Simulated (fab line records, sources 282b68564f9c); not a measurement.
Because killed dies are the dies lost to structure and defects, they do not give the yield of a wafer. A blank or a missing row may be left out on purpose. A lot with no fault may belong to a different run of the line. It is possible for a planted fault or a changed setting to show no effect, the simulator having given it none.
Comparing a struck lot with a sound one    flow rit-cmos    25 steps out of a route of 202
Sound: wafers L970.1, L970.2, L970.5. Struck: wafers L981.2, L981.3, L981.5. At the end, the cause is stated.
Per side, at each step with rows, come the tool, then ch with its chambers, and then its first start. Under that, the readings that differ: sound wafers    struck wafers    difference of the means    sigmas: that difference in standard deviations of wafers without a fault.
alike: readings whose means differ by less than 2 such deviations, and words and numbers that are the same on both sides. not compared: withheld readings, readings that some wafer has no value for, bounds like >300 that may hide the same value, and numbers for which the record gives no deviation and whose values overlap.
The two part at a step that has a row with sigmas, a row that says differs or no value, or rows on one side only. Numbers that have no deviation but don't overlap get no sigmas and don't part them. A reading missing from all wafers of one side parts the sides only when that side holds two or more wafers.

first, 1 step without rows for these wafers: RIT_PRETRO_IMPLANT_08.
RIT_PRETRO_STRIP_09: strips in O2, time 180 s.
  sound on plasma-asher-03 ch 0,1, day 3 18:55; struck on plasma-asher-02 ch 0,1, day 6 01:11
  alike: chamber-pressure-mTorr, drypump-motor-current-A, o2-flow-sccm
  not compared: rf-hours-counter-h
RIT_PRETRO_TW_MEAS_10:
  struck on film-metro-01, day 6 01:23; sound on film-metro-02, day 3 19:06
  alike: PRETRO_TW
then, 5 steps without rows for these wafers: RIT_GATE_WET_ETCH_00 (etches SiO2 in BOE, target depth 56 nm, time 60 s); RIT_GATE_CLEAN_01 (cleans in SC1, time 600 s); RIT_GATE_CLEAN_02 (cleans in dHF, time 30 s); RIT_GATE_CLEAN_03 (cleans in SC2, time 600 s); RIT_GATE_CLEAN_04 (cleans in dHF, time 60 s).
RIT_FOX2_THK_MEAS_91:
  struck on film-metro-02, day 6 01:52; sound on film-metro-03, day 3 19:35
  alike: FIELD_OXIDE_LEFT_2_THK
then, 2 steps without rows for these wafers: RIT_GATE_OXIDATION_05 (target thk 3 nm, ox time 270 s); RIT_GATE_ANNEAL_06 (time 600 s).
RIT_GATE_THK_MEAS_07:
  struck on film-metro-03, day 6 03:16; sound on film-metro-04, day 3 21:41
  alike: GATE_OXIDE_THK
RIT_GATE_CVD_08: deposits poly-Si from SiH4, target thk 250 nm, time 2220 s.
  sound on lpcvd-02 ch 1, day 3 21:44; struck on lpcvd-01 ch 0, day 6 03:32
reading                                   sound              struck             difference  sigmas
spike-tc-source-C (C)                     633.1 631.5 630.8  625.2 626.5 628.0  -5.2        -2
model.poly-Si_of_GATE_CVD_08.thk-nm (nm)  249.6 247.8 248.1  435.3 434.4 436    +186.7      
  alike: sih4-flow-sccm
RIT_GATE_THK_MEAS_09:
  struck on film-metro-02, day 6 05:10; sound on film-metro-04, day 3 23:21
reading             sound              struck             difference  sigmas
GATE_POLY_THK (nm)  249.5 247.6 248.2  435.5 434.7 436.3  +187.1      +85
then, 6 steps without rows for these wafers: RIT_GATE_HMDS_10 (prime time 60 s); RIT_GATE_COAT_11 (resist thk 850 nm); RIT_GATE_SOFTBAKE_12 (time 60 s); RIT_GATE_EXPOSE_13 (exposes mask M6, target cd 150 nm); RIT_GATE_PEB_14; RIT_GATE_DEVELOP_15 (develop time 50 s).
RIT_GATE_CD_MEAS_16: the cd target is 150 nm.
  struck on cd-sem-01, day 6 06:13; sound on cd-sem-01, day 4 00:23
  alike: cd-nm
RIT_GATE_OVL_MEAS_17:
  struck on overlay-01, day 6 06:19; sound on overlay-02, day 4 00:31
  alike: GATE_OVL
then, 1 step without rows for these wafers: RIT_GATE_HARDBAKE_18 (time 60 s).
RIT_GATE_ETCH_19: etches poly-Si in SF6/CHF3/O2, stops on SiO2, time 165 s, target depth 312.5 nm.
  sound on rie-si-02 ch 0,1,2, day 4 00:41; struck on rie-si-01 ch 1,2, day 6 06:29
reading                           sound              struck             difference  sigmas
oes-product-au (a.u.)             0.851 0.819 0.855  1.011 1.013 1.009  +0.169      +11
model.etch.depth-nm (nm)          249.6 247.8 248.1  317.3 312.8 312.4  +65.7       
model.GATE.feature-depth-nm (nm)  249.6 247.8 248.1  317.3 312.8 312.4  +65.7       
  alike: CHF3_flow_sccm, chamber-pressure-mTorr, drypump-motor-current-A, throttle-valve-pct
  not compared: rf-hours-counter-h
RIT_GATE_STRIP_20: strips in O2, time 180 s.
  sound on plasma-asher-04 ch 0,1, day 4 00:48; struck on plasma-asher-03 ch 0,1, day 6 06:36
reading                      sound        struck       difference  sigmas
drypump-motor-current-A (A)  6.3 6.3 6.3  4.9 4.9 5.9  -1.1        -2
  alike: chamber-pressure-mTorr, o2-flow-sccm
  not compared: rf-hours-counter-h

WHERE THEY PART
First at RIT_GATE_CVD_08; last, within this record, at RIT_GATE_STRIP_20.

WHY: what had been put in by the simulator
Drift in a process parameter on lpcvd-01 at RIT_GATE_CVD_08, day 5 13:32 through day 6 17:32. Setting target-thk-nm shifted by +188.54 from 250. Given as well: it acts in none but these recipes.
